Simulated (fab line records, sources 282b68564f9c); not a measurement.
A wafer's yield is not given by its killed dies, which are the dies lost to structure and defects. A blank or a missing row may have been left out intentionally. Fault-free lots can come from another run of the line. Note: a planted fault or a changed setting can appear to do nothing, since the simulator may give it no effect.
fab line records	flow rit-cmos
record lots=7	wafers=21	last-day=7
route steps=202 shown SILICIDE@161 CONTACT@168 M1@202
lots that met no fault: from a run of the same line without faults
start-h: hours from the record's opening day to when the first of the lot's shown wafers began	wait-h: time in hours since the lot's previous step	" repeats the value in the row above	L1.1+2: a single row standing in for several wafers	- no value present, or no start provided	* or withheld: withheld	< > ~ a bound
route shown NAME@n: a module of which the file shows steps, and the number in the route of the first	usual: mean/standard deviation taken from wafers without a fault	same: alike in all rows	chamber/n: place in a boat	sites: the reading at each site	_std_site: standard deviation of those values	_edge_site: the outer-site mean with the inner-site mean subtracted	radius-mm: for every site, how far away it sits from the centre of the wafer	mask NAME#n: copy n	behind: the last tool/chamber to shape the wafer	hold: reason for holding the lot/hours on hold/outcome of the hold	device: transistor that didn't switch, given as n, p or np	end of line: the tests these same wafers got at the end of their route	where a step has no rows: the recipe by itself	killed: count of dies lost to structure and defects at first sort (not the wafer's yield)	map: a wafer's dies, x killed, . not, _ none there
set.NAME: the setting that was run; set.NAME@STEP: the one run at that earlier step	model.NAME: the simulator's own value behind a step, which no gauge read
lots at selected steps of the route; one table per step, one row per wafer
services: the hour from which a tool's chamber was out of use, counted from the record's first day as start-h (under 0 if before that day), plus the number of hours and why
## steps
# step RIT_SILICIDE_WET_ETCH_00
# recipe chemistry=BOE	target=SiO2	target-depth-nm=14	time-s=15	dry=n2-spin	dilution=10:1	temp-c=21.5
# step RIT_SILICIDE_SPUTTER_01
# recipe material=Ti	target-thk-nm=30	power-w=350	chamber-pressure-pa=0.667	gas=Ar	time-s=229.8	substrate-temp-c=25
# usual cathode-dc-power-W=349.99/0.058	substrate-temp-c=25.00/0.1	throttle-valve-pct=30.2/0.55
lot.wafer	tool	chamber	start-h	wait-h	cathode-dc-power-W	substrate-temp-c	throttle-valve-pct
L229.1	pvd-sputter-01	-	91.08	0.0	350.00	25.04	30.9
L229.2	"	-	"	"	350.12	25.16	31.0
L229.3	"	-	"	"	350.00	25.04	29.9
L232.1	pvd-sputter-04	-	105.21	0.0	350.03	24.99	30.2
L232.3	"	-	"	"	350.10	24.90	29.9
L232.5	"	-	"	"	349.97	25.10	31.3
L236.4	pvd-sputter-04	-	125.55	0.0	349.92	25.18	29.9
L236.5	"	-	"	"	349.96	25.02	31.1
L236.6	"	-	"	"	349.98	24.98	30.2
L240.1	pvd-sputter-04	-	144.85	0.0	349.95	25.00	30.4
L240.3	"	-	"	"	349.96	24.91	31.5
L240.4	"	-	"	"	349.89	24.99	29.9
L241.3	pvd-sputter-02	-	147.83	0.0	349.97	25.04	29.5
L241.5	"	-	"	"	350.01	25.03	29.8
L241.6	"	-	"	"	350.05	24.90	29.7
L242.1	pvd-sputter-04	-	151.70	0.0	350.00	24.78	30.0
L242.2	"	-	"	"	349.95	24.98	31.0
L242.5	"	-	"	"	349.92	24.81	30.3
L243.1	pvd-sputter-02	-	157.29	0.0	350.03	25.17	30.5
L243.5	"	-	"	"	350.02	25.00	30.5
L243.6	"	-	"	"	349.92	24.92	29.6
# step RIT_SILICIDE_RS_MEAS_02
# recipe thk-meas-gauge=four-point-probe	reads=Ti_of_SILICIDE_SPUTTER_01
# usual SILICIDE_TI_RS=50.3/0.56
lot.wafer	tool	chamber	start-h	wait-h	SILICIDE_TI_RS[ohm/sq]
L229.1	film-metro-02	-	91.23	0.1	50.0
L229.2	"	-	"	"	49.6
L229.3	"	-	"	"	51.0
L232.1	film-metro-02	-	105.36	0.1	49.9
L232.3	"	-	"	"	50.2
L232.5	"	-	"	"	50.3
L236.4	film-metro-01	-	125.76	0.1	51.3
L236.5	"	-	"	"	51.0
L236.6	"	-	"	"	51.4
L240.1	film-metro-01	-	145.00	0.1	49.4
L240.3	"	-	"	"	50.0
L240.4	"	-	"	"	49.9
L241.3	film-metro-01	-	148.02	0.1	49.8
L241.5	"	-	"	"	50.4
L241.6	"	-	"	"	49.7
L242.1	film-metro-01	-	151.85	0.1	50.3
L242.2	"	-	"	"	50.3
L242.5	"	-	"	"	49.9
L243.1	film-metro-01	-	157.44	0.1	51.0
L243.5	"	-	"	"	50.6
L243.6	"	-	"	"	50.8
# step RIT_SILICIDE_THK_MEAS_03
# recipe thk-meas-gauge=xrf	reads=Ti_of_SILICIDE_SPUTTER_01
# usual SILICIDE_TI_THK=29.1/0.31
lot.wafer	tool	chamber	start-h	wait-h	SILICIDE_TI_THK[nm]
L229.1	film-metro-02	-	91.35	0.1	29.4
L229.2	"	-	"	"	29.5
L229.3	"	-	"	"	28.9
L232.1	film-metro-02	-	105.48	0.1	29.6
L232.3	"	-	"	"	29.4
L232.5	"	-	"	"	29.2
L236.4	film-metro-01	-	125.85	0.1	28.4
L236.5	"	-	"	"	28.6
L236.6	"	-	"	"	28.4
L240.1	film-metro-01	-	145.12	0.1	29.2
L240.3	"	-	"	"	29.0
L240.4	"	-	"	"	29.0
L241.3	film-metro-01	-	148.12	0.1	29.0
L241.5	"	-	"	"	28.7
L241.6	"	-	"	"	29.2
L242.1	film-metro-01	-	151.97	0.1	28.7
L242.2	"	-	"	"	28.8
L242.5	"	-	"	"	29.2
L243.1	film-metro-01	-	157.56	0.1	28.5
L243.5	"	-	"	"	28.7
L243.6	"	-	"	"	28.6
# step RIT_SILICIDE_RTA_04
# recipe temp-c=650	time-s=10	idle-temp-c=25	ramp-up-s=5	ramp-down-s=5	cool-to-c=25	ambient=N2
# usual wafer_temp_C_max=652.5/0.87
lot.wafer	tool	chamber	start-h	wait-h	wafer_temp_C_max
L229.1	rtp-anneal-02	0	91.41	0.1	651.4
L229.2	"	0	"	"	653.1
L229.3	"	0	"	"	652.9
L232.1	rtp-anneal-01	0	105.54	0.1	653.1
L232.3	"	0	"	"	651.9
L232.5	"	0	"	"	652.7
L236.4	rtp-anneal-01	0	125.91	0.1	653.9
L236.5	"	0	"	"	652.6
L236.6	"	0	"	"	654.7
L240.1	rtp-anneal-01	0	145.18	0.1	652.8
L240.3	"	0	"	"	652.8
L240.4	"	0	"	"	652.4
L241.3	rtp-anneal-02	0	148.18	0.1	652.3
L241.5	"	0	"	"	651.7
L241.6	"	0	"	"	651.2
L242.1	rtp-anneal-01	0	152.03	0.1	652.8
L242.2	"	0	"	"	653.9
L242.5	"	0	"	"	653.6
L243.1	rtp-anneal-02	0	157.62	0.1	651.6
L243.5	"	0	"	"	651.9
L243.6	"	0	"	"	652.0
# step RIT_SILICIDE_WET_ETCH_05
# recipe chemistry=SPM	target=Ti	temp-c=90	time-s=120	dry=n2-spin
# step RIT_SILICIDE_RTA_06
# recipe temp-c=750	time-s=10	idle-temp-c=25	ramp-up-s=5	ramp-down-s=10	cool-to-c=25	ambient=N2
# usual wafer_temp_C_max=752.9/1.1
lot.wafer	tool	chamber	start-h	wait-h	wafer_temp_C_max
L229.1	rtp-anneal-01	0	91.57	0.0	754.2
L229.2	"	0	"	"	752.8
L229.3	"	0	"	"	753.1
L232.1	rtp-anneal-02	0	105.70	0.0	752.4
L232.3	"	0	"	"	752.5
L232.5	"	0	"	"	752.5
L236.4	rtp-anneal-02	0	126.02	0.0	752.4
L236.5	"	0	"	"	752.3
L236.6	"	0	"	"	752.5
L240.1	rtp-anneal-02	0	145.28	0.0	752.9
L240.3	"	0	"	"	752.6
L240.4	"	0	"	"	752.2
L241.3	rtp-anneal-01	0	148.33	0.0	753.2
L241.5	"	0	"	"	755.1
L241.6	"	0	"	"	754.3
L242.1	rtp-anneal-02	0	152.13	0.0	751.4
L242.2	"	0	"	"	751.6
L242.5	"	0	"	"	751.9
L243.1	rtp-anneal-01	0	157.73	0.0	753.7
L243.5	"	0	"	"	754.0
L243.6	"	0	"	"	753.1
# step RIT_CONTACT_CVD_00
# recipe material=SiO2	target-thk-nm=400	precursor=TEOS	temp-c=390	time-s=61	rf-w=400
# usual heater-power-w=315/51
lot.wafer	tool	chamber	start-h	wait-h	heater-power-w	since-wet-clean-h
L229.1	pecvd-02	1	91.63	0.1	307	242
L229.2	"	0	"	"	185	242
L229.3	"	2	"	"	360	242
L232.1	pecvd-02	2	105.77	0.1	294	257
L232.3	"	0	"	"	249	257
L232.5	"	2	"	"	307	-
L236.4	pecvd-01	2	126.08	0.0	298	-
L236.5	"	0	"	"	291	-
L236.6	"	1	"	"	304	-
L240.1	pecvd-04	2	145.35	0.1	403	1091
L240.3	"	1	"	"	350	1091
L240.4	"	1	"	"	357	-
L241.3	pecvd-02	1	148.38	0.0	299	299
L241.5	"	2	"	"	348	-
L241.6	"	1	"	"	315	-
L242.1	pecvd-04	2	152.20	0.1	421	1098
L242.2	"	0	"	"	260	1098
L242.5	"	1	"	"	296	-
L243.1	pecvd-01	0	157.80	0.1	301	1494
L243.5	"	2	"	"	304	-
L243.6	"	0	"	"	304	-
# step RIT_CONTACT_THK_MEAS_01
# recipe reads=SiO2_of_CONTACT_CVD_00
# usual CONTACT_TEOS_THK=399/4.7
lot.wafer	tool	chamber	start-h	wait-h	CONTACT_TEOS_THK[nm]
L229.1	film-metro-01	-	91.68	0.0	394
L229.2	"	-	"	"	395
L229.3	"	-	"	"	398
L232.1	film-metro-03	-	105.82	0.0	397
L232.3	"	-	"	"	399
L232.5	"	-	"	"	403
L236.4	film-metro-01	-	126.14	0.0	401
L236.5	"	-	"	"	397
L236.6	"	-	"	"	404
L240.1	film-metro-01	-	145.40	0.0	405
L240.3	"	-	"	"	402
L240.4	"	-	"	"	408
L241.3	film-metro-02	-	148.45	0.0	389
L241.5	"	-	"	"	406
L241.6	"	-	"	"	395
L242.1	film-metro-03	-	152.25	0.0	393
L242.2	"	-	"	"	397
L242.5	"	-	"	"	403
L243.1	film-metro-02	-	157.85	0.0	399
L243.5	"	-	"	"	398
L243.6	"	-	"	"	405
# step RIT_CONTACT_HMDS_02
# recipe prime-time-s=60	prime-temp-c=140
# step RIT_CONTACT_COAT_03
# recipe resist=NOVOLAK	spin-rpm=3250	resist-thk-nm=1000
# step RIT_CONTACT_SOFTBAKE_04
# recipe resist=NOVOLAK	temp-c=90	time-s=58.15
# step RIT_CONTACT_EXPOSE_05
# recipe mask-id=M11	na=0.6	source-shape=conventional	sigma-outer=0.5	target-cd-nm=1000	dose-mj=250
# usual stage-vel-mm-s=500.02/0.25
lot.wafer	tool	chamber	start-h	wait-h	mask	stage-vel-mm-s	model.CONTACT.overlay-x-nm
L229.1	iline-stepper-02	0	92.19	0.1	M11#0	499.98	0.6149
L229.2	"	0	"	"	M11#0	499.83	0.6149
L229.3	"	0	"	"	M11#0	500.02	0.6149
L232.1	iline-stepper-01	0	106.33	0.1	M11#0	500.25	0.1609
L232.3	"	0	"	"	M11#0	499.91	0.1609
L232.5	"	0	"	"	M11#0	500.27	0.1609
L236.4	iline-stepper-02	0	126.68	0.1	M11#0	500.44	-149.9
L236.5	"	0	"	"	M11#0	499.86	-149.9
L236.6	"	0	"	"	M11#0	499.83	-149.9
L240.1	iline-stepper-02	0	146.06	0.3	M11#0	499.89	-150.7
L240.3	"	0	"	"	M11#0	499.80	-150.7
L240.4	"	0	"	"	M11#0	500.27	-150.7
L241.3	iline-stepper-02	0	148.98	0.1	M11#0	500.05	-149.4
L241.5	"	0	"	"	M11#0	500.18	-149.4
L241.6	"	0	"	"	M11#0	500.09	-149.4
L242.1	iline-stepper-01	0	152.89	0.3	M11#0	499.92	0.5609
L242.2	"	0	"	"	M11#0	499.98	0.5609
L242.5	"	0	"	"	M11#0	499.99	0.5609
L243.1	iline-stepper-01	0	158.36	0.1	M11#0	499.64	1.369
L243.5	"	0	"	"	M11#0	500.20	1.369
L243.6	"	0	"	"	M11#0	499.99	1.369
# step RIT_CONTACT_PEB_06
# recipe resist=NOVOLAK	temp-c=withheld	time-s=withheld
# step RIT_CONTACT_DEVELOP_07
# recipe resist=NOVOLAK	develop-time-s=120	dev-temp-c=23
# step RIT_CONTACT_CD_MEAS_08
# recipe target-cd-nm=1000
# usual cd-nm=1001.1/2.4
lot.wafer	tool	chamber	start-h	wait-h	cd-nm
L229.1	cd-sem-01	-	92.71	-	1003.4
L229.2	"	-	"	"	1000.4
L229.3	"	-	"	"	1003.8
L232.1	cd-sem-02	-	106.85	-	999.9
L232.3	"	-	"	"	1004.4
L232.5	"	-	"	"	1003.8
L236.4	cd-sem-01	-	127.19	-	997.7
L236.5	"	-	"	"	997.4
L236.6	"	-	"	"	996.7
L240.1	cd-sem-01	-	146.58	-	1000.7
L240.3	"	-	"	"	998.6
L240.4	"	-	"	"	1000.3
L241.3	cd-sem-01	-	149.50	-	1004.3
L241.5	"	-	"	"	1001.1
L241.6	"	-	"	"	1004.3
L242.1	cd-sem-02	-	153.40	-	1000.9
L242.2	"	-	"	"	998.6
L242.5	"	-	"	"	1000.9
L243.1	cd-sem-02	-	158.87	-	996.9
L243.5	"	-	"	"	998.9
L243.6	"	-	"	"	996.1
# step RIT_CONTACT_OVL_MEAS_09
# usual CONTACT_OVL=-0.6/1.5
lot.wafer	tool	chamber	start-h	wait-h	hold	CONTACT_OVL[nm]
L229.1	overlay-02	-	92.83	0.1	-	0.3
L229.2	"	-	"	"	-	2.0
L229.3	"	-	"	"	-	-0.6
L232.1	overlay-01	-	106.97	0.1	-	0.6
L232.3	"	-	"	"	-	-2.3
L232.5	"	-	"	"	-	-0.4
L236.4	overlay-01	-	127.27	0.1	await-dispo/0.2h/release	-150.0
L236.5	"	-	"	"	await-dispo/0.2h/release	-149.1
L236.6	"	-	"	"	await-dispo/0.2h/release	-147.5
L236.4	overlay-01	-	127.54	0.3	-	-148.5
L236.5	"	-	"	"	-	-148.6
L236.6	"	-	"	"	-	-146.7
L240.1	overlay-01	-	146.70	0.1	await-dispo/0.2h/release	-152.3
L240.3	"	-	"	"	await-dispo/0.2h/release	-152.6
L240.4	"	-	"	"	await-dispo/0.2h/release	-150.6
L240.1	overlay-01	-	146.90	0.2	-	-151.4
L240.3	"	-	"	"	-	-151.7
L240.4	"	-	"	"	-	-149.7
L241.3	overlay-02	-	149.59	0.1	await-dispo/0.2h/release	-148.0
L241.5	"	-	"	"	await-dispo/0.2h/release	-150.5
L241.6	"	-	"	"	await-dispo/0.2h/release	-147.9
L241.3	overlay-02	-	149.79	0.2	-	-147.3
L241.5	"	-	"	"	-	-150.0
L241.6	"	-	"	"	-	-147.4
L242.1	overlay-02	-	153.52	0.1	-	-0.1
L242.2	"	-	"	"	-	1.1
L242.5	"	-	"	"	-	-0.8
L243.1	overlay-02	-	158.99	0.1	-	1.5
L243.5	"	-	"	"	-	-0.3
L243.6	"	-	"	"	-	0.4
# step RIT_M1_PROBE_99
# usual defect-limited-yield=97.2/1.3	killed-at-contacts=0.1/0.27	killed-at-front-end=7/3.3	killed-dies=7/3.3	killed-open=3.5/2	killed-short=3.8/2.2	sort_bin_3_pad_short=0.2/0.27	sort_bin_5_function=1.6/0.86	sort_bin_6_memory=1.1/0.66	sort-n-pass=257/3.3	sort-yield-pct=97.2/1.3
# same gross-dies=264	killed_at_M0_to_M3=0	killed_at_M4_up=0	killed-at-back-side=0	killed-at-other=0
lot.wafer	tool	chamber	start-h	wait-h	defect-limited-yield[%]	killed-at-contacts	killed-at-front-end	killed-dies	killed-open	killed-short	sort_bin_3_pad_short[%]	sort_bin_5_function[%]	sort_bin_6_memory[%]	sort-n-pass	sort-yield-pct[%]
L229.1	prober-01	-	97.88	0.1	98.5	0	4	4	2	2	0	0.4	1.1	260	98.5
L229.2	prober-01	-	97.93	0.1	98.9	0	3	3	1	2	0	0.8	0.4	261	98.9
L229.3	prober-01	-	97.98	0.2	97.7	0	6	6	2	4	0.8	0.8	0.8	258	97.7
L232.1	prober-02	-	112.26	0.1	95.1	1	12	13	8	5	0	2.3	2.7	251	95.1
L232.3	prober-02	-	112.36	0.2	96.2	1	9	10	3	7	0.4	2.7	0.8	254	96.2
L232.5	prober-02	-	112.46	0.2	95.8	1	10	11	8	3	0	2.7	1.5	253	95.8
L242.1	prober-02	-	158.58	0.1	98.5	0	4	4	0	4	0	0.8	0.8	260	98.5
L242.2	prober-02	-	158.63	0.1	97.7	0	6	6	1	5	0.4	0.8	1.1	258	97.7
L242.5	prober-02	-	158.78	0.2	96.6	0	9	9	3	6	0	2.3	1.1	255	96.6
L243.1	prober-01	-	164.17	0.1	97.3	0	7	7	2	5	0.4	1.5	0.8	257	97.3
L243.5	prober-01	-	164.37	0.2	96.2	0	10	10	4	6	0	2.3	1.5	254	96.2
L243.6	prober-01	-	164.42	0.2	96.6	0	9	9	4	5	0.8	1.9	0.8	255	96.6
# killed by level:class
L229.1 FOX1:geometric-particle:short=1 GATE:geometric-particle:open=1 SPACER:geometric-particle:open=1 SPACER:geometric-particle:short=1
L229.2 FOX1:geometric-particle:short=1 GATE:geometric-particle:open=1 REOX:geometric-particle:short=1
L229.3 FOX1:geometric-particle:short=1 FOX2:geometric-particle:short=1 GATE:geometric-particle:open=1 REOX:geometric-particle:open=1 SPACER:geometric-particle:short=1 SILICIDE:geometric-particle:short=1
L232.1 GATE:geometric-particle:open=3 SPACER:geometric-particle:short=3 SPACER:geometric-particle:open=2 FOX1:geometric-particle:open=1 FOX1:geometric-particle:short=1 FOX2:geometric-particle:open=1 GATE:geometric-particle:short=1 CONTACT:geometric-particle:open=1
L232.3 SPACER:geometric-particle:short=3 GATE:geometric-particle:open=2 REOX:geometric-particle:short=2 FOX2:geometric-particle:open=1 GATE:geometric-particle:short=1 CONTACT:geometric-particle:short=1
L232.5 GATE:geometric-particle:open=3 FOX1:geometric-particle:short=2 FOX2:geometric-particle:open=2 FOX1:geometric-particle:open=1 GATE:geometric-particle:short=1 SILICIDE:geometric-particle:open=1 CONTACT:geometric-particle:open=1
L242.1 SPACER:geometric-particle:short=2 GATE:geometric-particle:short=1 REOX:geometric-particle:short=1
L242.2 REOX:geometric-particle:short=3 FOX2:geometric-particle:short=1 GATE:geometric-particle:open=1 SILICIDE:geometric-particle:short=1
L242.5 FOX2:geometric-particle:short=2 SPACER:geometric-particle:short=2 FOX2:geometric-particle:open=1 GATE:geometric-particle:open=1 REOX:geometric-particle:short=1 SPACER:geometric-particle:open=1 SILICIDE:geometric-particle:short=1
L243.1 GATE:geometric-particle:short=3 GATE:geometric-particle:open=2 ACTIVE:geometric-particle:short=1 FOX1:geometric-particle:short=1
L243.5 REOX:geometric-particle:short=3 ACTIVE:geometric-particle:open=1 FOX1:geometric-particle:short=1 GATE:geometric-particle:short=1 REOX:geometric-particle:open=1 SPACER:geometric-particle:open=1 SILICIDE:geometric-particle:open=1 SILICIDE:geometric-particle:short=1
L243.6 GATE:geometric-particle:open=2 SPACER:geometric-particle:short=2 SPACER:geometric-particle:open=2 FOX1:geometric-particle:short=1 GATE:geometric-particle:short=1 REOX:geometric-particle:short=1
## services
tool	chamber	start-h	hours	kind
iline-stepper-01	-	71.82	3.2	repair
pecvd-04	-	75.81	0.4	repair
pecvd-04	2	77.05	6.7	repair
pvd-sputter-04	-	83.32	7.8	repair
iline-stepper-01	-	94.47	6.9	repair
pvd-sputter-01	-	95.82	1.7	repair
iline-stepper-01	0	138.15	-	calibration
pecvd-01	-	151.35	2.8	pm
iline-stepper-02	0	153.27	-	calibration
pecvd-02	-	155.11	0.7	repair
## key
first-sign step=RIT_CONTACT_OVL_MEAS_09	reading=visit	direction=added
effect step=RIT_CONTACT_OVL_MEAS_09	reading=CONTACT_OVL	direction=down	sigmas=98	usual=-0.6	struck=-149.8
model-effect step=RIT_CONTACT_EXPOSE_05	value=CONTACT.overlay-x-nm	without=0.02594	struck=-150
met-at RIT_CONTACT_EXPOSE_05
struck-wafers L236.4,L236.5,L236.6,L240.1,L240.3,L240.4,L241.3,L241.5,L241.6
scrapped-behind RIT_CONTACT_OVL_MEAS_09 L236.4,L236.5,L236.6,L240.1,L240.3,L240.4,L241.3,L241.5,L241.6
onset-between 92.19 126.68
fault kind=scanner-matching-overlay	tool=iline-stepper-02	chamber=-	onset-h=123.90	steps=RIT_CONTACT_EXPOSE_05	offset=-150
